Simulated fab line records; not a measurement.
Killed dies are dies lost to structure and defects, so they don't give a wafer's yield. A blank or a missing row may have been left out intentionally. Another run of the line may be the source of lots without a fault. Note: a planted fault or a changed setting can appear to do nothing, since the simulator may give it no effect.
Which tool is to blame? / flow rit_cmos / 18 wafers from 6 lots sampled at 2 of the route's 202 steps

## WHAT THE GAUGES READ, wafer by wafer
RIT_M1_CD_MEAS_09 targets a cd of 2600 nm.
lot=L980; measured=day 3 13:16; on=cd_sem-02; cd_nm (nm)=2601.7 2599.0 2599.8
lot=L982; measured=day 4 02:38; on=cd_sem-02; cd_nm (nm)=2601.2 2599.5 2601.6
lot=L984; measured=day 4 09:58; on=cd_sem-02; cd_nm (nm)=2605.3 2604.7 2603.2
lot=L986; measured=day 4 23:13; on=cd_sem-02; cd_nm (nm)=2604.9 2605.2 2602.7
lot=L994; measured=day 6 10:22; on=cd_sem-02; cd_nm (nm)=2656.6 2655.4 2656.9
lot=L100; measured=day 7 21:17; on=cd_sem-01; cd_nm (nm)=2597.7 2599.8 2598.3

## TOOL THAT RAN EACH LOT (tool first, then ch and the chambers of the sampled wafers, then the start)
lot=L980; RIT_M1_DEVELOP_08=litho_track-03 ch 0, day 3 13:00
lot=L982; RIT_M1_DEVELOP_08=litho_track-03 ch 0, day 4 02:00
lot=L984; RIT_M1_DEVELOP_08=litho_track-04 ch 0, day 4 09:00
lot=L986; RIT_M1_DEVELOP_08=litho_track-03 ch 0, day 4 23:00
lot=L994; RIT_M1_DEVELOP_08=litho_track-04 ch 0, day 6 10:00
lot=L100; RIT_M1_DEVELOP_08=litho_track-03 ch 0, day 7 21:00
- RIT_M1_DEVELOP_08: develop time 68 s.

## THE ANSWER, worked out from the rows above alone
Rule: the usual values come from the lots themselves. The widest of any qualifying gaps counts: lots, ordered by their means at a reading, are off when they make up no more than a third of the lots, leave a main group of 4 or more, and stand apart from it by 3 or more times the standard deviation of that group's means. A main group is skipped when, at the precision printed for the reading in the tables above, its means are all equal. Also off: a lot with no number at a reading for which 4 or more lots have one. All remaining lots with rows at the step are treated as sound.
Off: L994, at RIT_M1_CD_MEAS_09 (cd_nm). The main group: mean 2601.6 nm, standard deviation 2.3.
If a tool, at a process step before that reading, ran all the lots that are off and no sound lot after the first of them, it fits. Gauges at RIT_M1_CD_MEAS_09: tried the same way as those tools. This does not decide it: 2 tools fit, namely litho_track-04 at RIT_M1_DEVELOP_08 and cd_sem-02 at RIT_M1_CD_MEAS_09.

## WHAT WAS PUT IN BY THE SIMULATOR
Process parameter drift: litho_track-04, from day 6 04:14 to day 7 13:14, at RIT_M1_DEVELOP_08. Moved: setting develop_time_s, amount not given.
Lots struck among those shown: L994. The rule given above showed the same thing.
